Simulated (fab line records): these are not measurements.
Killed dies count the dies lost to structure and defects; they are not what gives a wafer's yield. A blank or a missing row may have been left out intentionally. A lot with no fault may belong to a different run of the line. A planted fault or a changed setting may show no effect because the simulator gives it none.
Comparing a struck lot with a sound one ; flow rit_cmos ; 27 steps out of a route of 202
Sound: the wafers L926.3, L926.4, L926.6. Struck: wafer L922.4 (left out: L922.2, L922.6 of the same lot, which were not struck); the cause appears at the end.
For every step that has rows: the tool of each side, followed by ch and its chambers, followed by its first start. Under that, the readings that differ: sound wafers ; struck wafers ; difference of the means ; sigmas: that difference in standard deviations of wafers without a fault.
alike: readings with means less than 2 such deviations apart, plus words and numbers identical on both sides. not compared: withheld readings, readings lacking a value on some wafer, bounds such as >300 that could conceal the same value, and numbers that have no deviation in the record and whose values overlap.
The two part at a step that has a row with sigmas, a row that says differs or no value, or rows on one side only. When numbers do not overlap yet have no deviation, they are printed without sigmas and do not part them. Lack of a reading on every wafer of one side parts them only where that side has two or more wafers.

first, 4 steps without rows for these wafers: RIT_CONTACT_SOFTBAKE_04 (time 60 s); RIT_CONTACT_EXPOSE_05 (exposes mask M11, target cd 1000 nm); RIT_CONTACT_PEB_06; RIT_CONTACT_DEVELOP_07 (develop time 120 s).
RIT_CONTACT_CD_MEAS_08: target cd 1000 nm.
  sound on cd_sem-01, day 6 07:57; struck on cd_sem-01, day 5 17:48
  alike: cd_nm
RIT_CONTACT_OVL_MEAS_09:
  sound on overlay-02, day 6 08:02; struck on overlay-02, day 5 17:55
  alike: CONTACT_OVL
then, 1 step without rows for these wafers: RIT_CONTACT_HARDBAKE_10 (time 60 s).
RIT_CONTACT_ETCH_11: etches SiO2 in CHF3/CF4/Ar, stops on TiSi2, target depth 480 nm, time 320 s.
  sound on rie_diel-02 ch 1,2,3, day 6 08:13; struck on rie_diel-03 ch 2, day 5 18:05
reading;sound;struck;difference;sigmas
oes_product_au (a.u.);0.963 0.976 0.991;1.013;+0.036;+2
  alike: O2_flow_sccm, drypump_motor_current_A, throttle_valve_pct
  not compared: rf_hours_counter_h
RIT_CONTACT_STRIP_12: strips in O2, time 180 s.
  sound on plasma_asher-01 ch 0,1, day 6 08:28; struck on plasma_asher-04 ch 0, day 5 18:17
  alike: drypump_motor_current_A
  not compared: rf_hours_counter_h
RIT_CONTACT_CD_MEAS_90: target cd 1000 nm.
  sound on cd_sem-01, day 6 08:37; struck on cd_sem-01, day 5 18:29
  alike: cd_nm
then, 2 steps without rows for these wafers: RIT_CONTACT_CLEAN_13 (cleans in SC1, time 600 s); RIT_CONTACT_CLEAN_14 (cleans in SC2, time 600 s).
RIT_M1_SPUTTER_00: material Al, target thk 400 nm, time 500 s.
  sound on pvd_sputter-03, day 6 09:03; struck on pvd_sputter-02, day 5 18:56
reading;sound;struck;difference;sigmas
model.Al_of_M1_SPUTTER_00.thk_nm (nm);406 411 407.7;369.8;-38.4;
  alike: chamber_pressure_pa, throttle_valve_pct
RIT_M1_RS_MEAS_01: measurement is done with a four-point probe.
  sound on film_metro-02, day 6 09:23; struck on film_metro-02, day 5 19:14
reading;sound;struck;difference;sigmas
M1_AL_RS (ohm/sq);0.0723 0.0714 0.0718;0.0794;+0.0076;+9
RIT_M1_THK_MEAS_02: measures by xrf.
  sound on film_metro-02, day 6 09:29; struck on film_metro-02, day 5 19:21
reading;sound;struck;difference;sigmas
M1_AL_THK (nm);404 410 405;367;-39;-9
then, 6 steps without rows for these wafers: RIT_M1_HMDS_03 (prime time 60 s); RIT_M1_COAT_04 (resist thk 1300 nm); RIT_M1_SOFTBAKE_05 (time 60 s); RIT_M1_EXPOSE_06 (exposes mask M12, target cd 2600 nm); RIT_M1_PEB_07; RIT_M1_DEVELOP_08 (develop time 68 s).
RIT_M1_CD_MEAS_09: target cd 2600 nm.
  sound on cd_sem-01, day 6 10:34; struck on cd_sem-01, day 5 20:18
  alike: cd_nm
RIT_M1_OVL_MEAS_10:
  sound on overlay-02, day 6 10:40; struck on overlay-01, day 5 20:25
reading;sound;struck;difference;sigmas
M1_OVL (nm);-1.5 -2.2 -0.9;1.4;+2.9;+2
then, 1 step without rows for these wafers: RIT_M1_HARDBAKE_11 (time 120 s).
RIT_M1_METAL_ETCH_12: etches Al in Cl2/BCl3, stops on SiO2, time 165 s, target depth 600 nm.
  sound on rie_metal-04 ch 1, day 6 11:03; struck on rie_metal-03 ch 1, day 5 20:41
reading;sound;struck;difference;sigmas
drypump_motor_current_A (A);5.53 5.53 5.52;6.20;+0.67;+2
oes_product_au (a.u.);0.775 0.774 0.777;0.740;-0.035;-5
  alike: throttle_valve_pct
  not compared: rf_hours_counter_h
then, 1 step without rows for these wafers: RIT_M1_STRIP_13 (strips in nmp, time 600 s).
RIT_M1_PROBE_99:
  sound on prober-01, day 6 13:27; struck on prober-01, day 5 23:05
reading;sound;struck;difference;sigmas
sort_bin_3_pad_short (%);0 0 0;0.8;+0.8;+4
model.etest.m1.rs_ohm_sq;0.07193 0.07145 0.0713;0.07857;+0.00701;
  alike: defect_limited_yield, killed_at_contacts, killed_at_front_end, killed_dies, killed_open, killed_short, sort_bin_5_function, sort_bin_6_memory, sort_n_pass, sort_yield_pct

WHERE THEY PART
Last at RIT_M1_PROBE_99 as far as this record goes, first at RIT_CONTACT_ETCH_11.

WHY: whatever the simulator had introduced
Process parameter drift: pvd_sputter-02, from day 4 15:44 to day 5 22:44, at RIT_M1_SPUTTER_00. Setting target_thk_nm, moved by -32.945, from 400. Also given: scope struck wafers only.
